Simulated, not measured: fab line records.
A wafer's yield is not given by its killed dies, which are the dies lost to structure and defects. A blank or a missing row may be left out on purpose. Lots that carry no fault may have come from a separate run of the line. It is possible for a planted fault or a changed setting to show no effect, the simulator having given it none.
Struck lot and sound lot, side by side -- flow berkeleyCmos170 -- 17 out of 331 route steps
Sound: the wafers L887.4, L887.5, L887.6. The struck wafers were L893.3, L893.4, L893.6. The cause is named last.
Each step with rows lists, per side, the tool, then ch with its chambers, then its first start. Under that, the readings that differ: sound wafers -- struck wafers -- difference of the means -- sigmas: that difference in standard deviations of wafers without a fault.
alike: words and numbers the same on both sides, and readings whose means are apart by under 2 such deviations; not compared: readings that were withheld, readings missing a value for some wafer, numbers with overlapping values and no deviation given by the record, and bounds like >300 which may hide the same value.
The two part at a step that has a row with sigmas, a row that says differs or no value, or rows on one side only. Numbers that have no deviation but don't overlap get no sigmas and don't part them. A reading missing from all wafers of one side parts the sides only when that side holds two or more wafers.

first, 1 step without rows for these wafers: UCB170_PWELL_OXIDATION_02 (target thk 26.4 nm, ox time 1260 s).
UCB170_PWELL_THK_MEAS_03:
  struck on filmMetro-04, day 6 02:34; sound on filmMetro-02, day 4 23:23
  alike: PWELL_OXIDE_THK
then, 2 steps without rows for these wafers: UCB170_PWELL_ANNEAL_04 (time 919.5 s); UCB170_PWELL_CVD_05 (deposits Si3N4 from SiH2Cl2/NH3, target thk 220 nm, time 3300 s).
UCB170_PWELL_THK_MEAS_06:
  struck on filmMetro-02, day 6 09:08; sound on filmMetro-04, day 5 08:14
  alike: PWELL_NITRIDE_THK
then, 6 steps without rows for these wafers: UCB170_PWELL_HMDS_07 (prime time 60 s); UCB170_PWELL_COAT_08 (resist thk 900 nm); UCB170_PWELL_SOFTBAKE_09 (time 60 s); UCB170_PWELL_EXPOSE_10 (exposes mask PWELL, target cd 3000 nm); UCB170_PWELL_PEB_11; UCB170_PWELL_DEVELOP_12 (develop time 45 s).
UCB170_PWELL_OVL_MEAS_13:
  struck on overlay-02, day 6 11:32; sound on overlay-02, day 5 10:28
  alike: PWELL_OVL
UCB170_PWELL_ETCH_14: etches Si3N4 in CH3F/Ar/O2, stops on SiO2, target depth 242 nm, time 151 s.
  sound on rieDiel-02 ch 2,3, day 5 10:29; struck on rieDiel-04 ch 0,1,2, day 6 11:34
  no value came back on the struck wafers for any of 6 readings (CH3F_flow_sccm (sccm), O2_flow_sccm (sccm) and others); on the sound wafers CH3F_flow_sccm (sccm) reads 19.95 19.97 19.98
reading,sound,struck,difference,sigmas
model.KrF_of_PWELL_COAT_08.thkNm (nm),731.8 725.3 734,887.4 885.9 885.2,+155.8,
model.SiO2_of_PWELL_OXIDATION_02.thkNm (nm),22.91 22.38 22.89,27.01 26.32 27.06,+4.07,
  not compared: rfHoursCounterH
then, 1 step without rows for these wafers: UCB170_PWELL_IMPLANT_15.
UCB170_PWELL_STRIP_16: strips in O2.
  sound on plasmaAsher-02 ch 0,1, day 5 10:46; struck on plasmaAsher-04 ch 0,1, day 6 11:50
reading,sound,struck,difference,sigmas
oesProductAu (a.u.),0.720 0.721 0.716,0.732 0.729 0.736,+0.013,+3
stripTimeToEndpointS (s),18.25 18.11 18.30,21.66 21.62 21.61,+3.41,+36
  alike: drypumpMotorCurrentA
  not compared: rfHoursCounterH
UCB170_PWELL_TW_MEAS_17:
  struck on filmMetro-03, day 6 11:56; sound on filmMetro-02, day 5 10:52
reading,sound,struck,difference,sigmas
PWELL_TW,384 384 385,371 371 370,-14,-3
-- the record jumps here: 5 days lie between the struck wafers' starts before and after (it left off in module PWELL and takes up again in module M3, whose first step shown is number 331 of the route) --
UCB170_M3_PROBE_99:
  only the struck wafers here have rows in the record (prober-01, day 11 22:40); the sound ones have none

== WHERE THEY PART ==
Last at UCB170_M3_PROBE_99 as far as this record goes, first at UCB170_PWELL_ETCH_14.

WHY: the cause the simulator had injected
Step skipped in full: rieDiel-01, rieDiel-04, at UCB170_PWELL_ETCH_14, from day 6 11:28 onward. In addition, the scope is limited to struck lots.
